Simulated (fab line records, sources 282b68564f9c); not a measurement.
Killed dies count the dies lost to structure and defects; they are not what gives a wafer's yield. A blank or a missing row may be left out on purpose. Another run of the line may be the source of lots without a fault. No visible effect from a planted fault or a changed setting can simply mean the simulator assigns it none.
Split-lot trial / flow ritCmos / 23 wafers read across 5 lots, on a route 202 steps long

== SPLIT DETAILS ==
At RIT_FOX2_OXIDATION_00 (target thk 350.7 nm, ox time 1130 s), the setting tempC was moved away from the recipe's 1100 C on 10 of the 23 wafers read, by +1.3% to +1.8%. The other wafers ran this setting at the recipe's value.

== FROM THE SPLIT TO THE READING: what the file shows between them, 20 steps ==
- RIT_FOX2_THK_MEAS_01
- RIT_FOX2_CLEAN_02: cleans in dHF, time 180 s
- RIT_FOX2_WET_ETCH_03: etches Si3N4 in H3PO4, target depth 195 nm, time 2700 s
- RIT_FOX2_THK_MEAS_90
- RIT_NWELL_SOFTBAKE_02: time 60 s (also split here: tempC)
- RIT_NWELL_EXPOSE_03: exposes mask M2, target cd 43900 nm
- RIT_NWELL_PEB_04
- RIT_NWELL_DEVELOP_05: develop time 68 s
- RIT_NWELL_IMPLANT_08 (also split here: doseCm2)
- RIT_NWELL_STRIP_09: strips in O2, time 180 s
- RIT_NWELL_TW_MEAS_10
- RIT_PWELL_STRIP_09: strips in O2, time 180 s (also split here: o2FlowSccm)
- RIT_WELLDRIVE_ANNEAL_00: time 14700 s
- RIT_WELLDRIVE_RS_MEAS_01: measures by four-point-probe
- RIT_PRETRO_COAT_01: resist thk 1300 nm (also split here: spinRpm)
- RIT_PRETRO_HARDBAKE_07: time 120 s (also split here: tempC)
- RIT_PRETRO_IMPLANT_08
- RIT_PRETRO_STRIP_09: strips in O2, time 180 s
- RIT_GATE_CLEAN_03: cleans in SC2, time 600 s
- RIT_GATE_CLEAN_04: cleans in dHF, time 60 s

== THE READING ==
At RIT_FOX2_THK_MEAS_91: FIELD_OXIDE_LEFT_2_THK, given in nm. A value of 255 nm with a standard deviation of 4.9 nm is what fault-free wafers of this fab line usually give.

wafer=L075.1; tool, chamber at the split=-, -; tempC as run, C=1120; against the recipe=+1.8%; FIELD_OXIDE_LEFT_2_THK, nm=287; against lot-mates on the recipe=no lot-mate on the recipe
wafer=L075.2; tool, chamber at the split=-, -; tempC as run, C=1120; against the recipe=+1.8%; FIELD_OXIDE_LEFT_2_THK, nm=291; against lot-mates on the recipe=no lot-mate on the recipe
wafer=L075.3; tool, chamber at the split=-, -; tempC as run, C=1120; against the recipe=+1.8%; FIELD_OXIDE_LEFT_2_THK, nm=286; against lot-mates on the recipe=no lot-mate on the recipe
wafer=L075.5; tool, chamber at the split=-, -; tempC as run, C=1120; against the recipe=+1.8%; FIELD_OXIDE_LEFT_2_THK, nm=280; against lot-mates on the recipe=no lot-mate on the recipe
wafer=L075.6; tool, chamber at the split=-, -; tempC as run, C=1120; against the recipe=+1.8%; FIELD_OXIDE_LEFT_2_THK, nm=290; against lot-mates on the recipe=no lot-mate on the recipe
wafer=L076.1; tool, chamber at the split=-, -; tempC as run, C=1100; against the recipe=recipe; FIELD_OXIDE_LEFT_2_THK, nm=259; against lot-mates on the recipe=-
wafer=L076.2; tool, chamber at the split=-, -; tempC as run, C=1100; against the recipe=recipe; FIELD_OXIDE_LEFT_2_THK, nm=260; against lot-mates on the recipe=-
wafer=L076.4; tool, chamber at the split=-, -; tempC as run, C=1100; against the recipe=recipe; FIELD_OXIDE_LEFT_2_THK, nm=256; against lot-mates on the recipe=-
wafer=L076.5; tool, chamber at the split=-, -; tempC as run, C=1100; against the recipe=recipe; FIELD_OXIDE_LEFT_2_THK, nm=259; against lot-mates on the recipe=-
wafer=L076.6; tool, chamber at the split=-, -; tempC as run, C=1100; against the recipe=recipe; FIELD_OXIDE_LEFT_2_THK, nm=258; against lot-mates on the recipe=-
wafer=L077.1; tool, chamber at the split=-, -; tempC as run, C=1114; against the recipe=+1.3%; FIELD_OXIDE_LEFT_2_THK, nm=279; against lot-mates on the recipe=no lot-mate on the recipe
wafer=L077.2; tool, chamber at the split=-, -; tempC as run, C=1114; against the recipe=+1.3%; FIELD_OXIDE_LEFT_2_THK, nm=270; against lot-mates on the recipe=no lot-mate on the recipe
wafer=L077.4; tool, chamber at the split=-, -; tempC as run, C=1114; against the recipe=+1.3%; FIELD_OXIDE_LEFT_2_THK, nm=275; against lot-mates on the recipe=no lot-mate on the recipe
wafer=L077.5; tool, chamber at the split=-, -; tempC as run, C=1114; against the recipe=+1.3%; FIELD_OXIDE_LEFT_2_THK, nm=277; against lot-mates on the recipe=no lot-mate on the recipe
wafer=L077.6; tool, chamber at the split=-, -; tempC as run, C=1114; against the recipe=+1.3%; FIELD_OXIDE_LEFT_2_THK, nm=272; against lot-mates on the recipe=no lot-mate on the recipe
wafer=L081.1; tool, chamber at the split=-, -; tempC as run, C=1100; against the recipe=recipe; FIELD_OXIDE_LEFT_2_THK, nm=253; against lot-mates on the recipe=-
wafer=L081.3; tool, chamber at the split=-, -; tempC as run, C=1100; against the recipe=recipe; FIELD_OXIDE_LEFT_2_THK, nm=254; against lot-mates on the recipe=-
wafer=L081.4; tool, chamber at the split=-, -; tempC as run, C=1100; against the recipe=recipe; FIELD_OXIDE_LEFT_2_THK, nm=251; against lot-mates on the recipe=-
wafer=L081.5; tool, chamber at the split=-, -; tempC as run, C=1100; against the recipe=recipe; FIELD_OXIDE_LEFT_2_THK, nm=250; against lot-mates on the recipe=-
wafer=L081.6; tool, chamber at the split=-, -; tempC as run, C=1100; against the recipe=recipe; FIELD_OXIDE_LEFT_2_THK, nm=257; against lot-mates on the recipe=-
wafer=L082.1; tool, chamber at the split=furnace-04, 0; tempC as run, C=1100; against the recipe=recipe; FIELD_OXIDE_LEFT_2_THK, nm=256; against lot-mates on the recipe=-
wafer=L082.4; tool, chamber at the split=furnace-04, 0; tempC as run, C=1100; against the recipe=recipe; FIELD_OXIDE_LEFT_2_THK, nm=261; against lot-mates on the recipe=-
wafer=L082.6; tool, chamber at the split=furnace-04, 0; tempC as run, C=1100; against the recipe=recipe; FIELD_OXIDE_LEFT_2_THK, nm=256; against lot-mates on the recipe=-

THE FIT
A straight line over all 23 wafers: FIELD_OXIDE_LEFT_2_THK changes by +16.2 nm for each +1% of tempC; r = +0.96; the points scatter about the line by 3.8 nm.
Too few moved wafers with a lot-mate on the recipe to fit a line net of each lot's own level.

== THE WHOLE CHAIN: every reading that the file lists as answering this split, in the file's order ==
step=RIT_FOX2_OXIDATION_00; what it does=target thk 350.7 nm, ox time 1130 s; reading=SiO2_of_FOX2_OXIDATION_00.thkNm (the simulator's own value, which no gauge read); change (the file's fit)=+16.4 nm for each +1% of the setting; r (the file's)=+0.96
step=RIT_FOX2_THK_MEAS_01; what it does=; reading=FOX2_OXIDE_THK; change (the file's fit)=+16.4 for each +1% of the setting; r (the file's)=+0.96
step=RIT_FOX2_THK_MEAS_90; what it does=; reading=FIELD_OXIDE_LEFT_1_THK; change (the file's fit)=+16.4 for each +1% of the setting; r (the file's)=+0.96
step=RIT_FOX2_THK_MEAS_91; what it does=; reading=FIELD_OXIDE_LEFT_2_THK; change (the file's fit)=+16.2 for each +1% of the setting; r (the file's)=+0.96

== FILE'S OWN FIT ==
FIELD_OXIDE_LEFT_2_THK changes by +16.2 nm for each +1% of tempC, r = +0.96.
